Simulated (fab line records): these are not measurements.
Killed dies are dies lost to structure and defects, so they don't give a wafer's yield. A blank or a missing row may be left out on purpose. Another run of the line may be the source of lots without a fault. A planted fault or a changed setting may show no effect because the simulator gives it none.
A struck lot beside a sound one / flow rit_cmos / 15 out of 202 route steps
Sound: wafers L728.1, L728.3, L728.5. Struck: wafers L733.3, L733.6. (L733.1 of the same lot was not struck and is left out.) The cause comes at the end.
At each step with rows: each side's tool, then ch and its chambers, then its first start. Under that, the readings that differ: sound wafers / struck wafers / difference of the means / sigmas: that difference in standard deviations of wafers without a fault.
alike: words and numbers the same on both sides, and readings whose means are apart by under 2 such deviations; not compared: readings that were withheld, readings missing a value for some wafer, numbers with overlapping values and no deviation given by the record, and bounds like >300 which may hide the same value.
A row with sigmas, a row that says differs or no value, or rows on one side alone: a step with any of these is where the two part. When numbers do not overlap yet have no deviation, they are printed without sigmas and do not part them. Lack of a reading on every wafer of one side parts them only where that side has two or more wafers.

first, 2 steps without rows for these wafers: RIT_REOX_CLEAN_02 (cleans in SC2, time 583.4 s); RIT_REOX_OXIDATION_03 (target thk 25.2 nm, ox time 5580 s).
RIT_REOX_THK_MEAS_04:
  sound on film_metro-02 at day 3 19:21; struck on film_metro-01 at day 4 17:29
  alike: REOX_OXIDE_THK
then, 6 steps without rows for these wafers: RIT_NLDD_HMDS_00 (prime time 60 s); RIT_NLDD_COAT_01 (resist thk 1000 nm); RIT_NLDD_SOFTBAKE_02 (time 60 s); RIT_NLDD_EXPOSE_03 (exposes mask M7, target cd 40700 nm); RIT_NLDD_PEB_04; RIT_NLDD_DEVELOP_05 (develop time 50 s).
RIT_NLDD_OVL_MEAS_06:
  sound on overlay-01 at day 3 20:18; struck on overlay-01 at day 4 18:38
  alike: NLDD_OVL
then, 2 steps without rows for these wafers: RIT_NLDD_HARDBAKE_07 (time 60 s); RIT_NLDD_IMPLANT_08.
RIT_NLDD_STRIP_09: strips in O2, time 180 s.
  sound on plasma_asher-01 ch 0,1, day 3 20:45; struck on plasma_asher-01 ch 1, day 4 18:59
reading=chamber_pressure_mTorr (mTorr); sound=3994 3999 4002; struck=2000 2002; difference=-1997; sigmas=-99 or more
  alike: drypump_motor_current_A
  not compared: rf_hours_counter_h
RIT_NLDD_TW_MEAS_10:
  sound on film_metro-03 at day 3 20:56; struck on film_metro-04 at day 4 19:09
  alike: NLDD_TW
RIT_M1_PROBE_99:
  sound on prober-01 at day 4 11:56; struck on prober-01 at day 5 12:12
  alike: killed_at_front_end, killed_dies, killed_open, killed_short

## WHERE THEY PART
Only at RIT_NLDD_STRIP_09, within this record. Later steps at which nothing parts them and some readings are alike: RIT_NLDD_TW_MEAS_10, RIT_M1_PROBE_99.

WHY: the cause the simulator had injected
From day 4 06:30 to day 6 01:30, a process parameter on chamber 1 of plasma_asher-01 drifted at RIT_NLDD_STRIP_09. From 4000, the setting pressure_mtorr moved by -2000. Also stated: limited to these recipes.
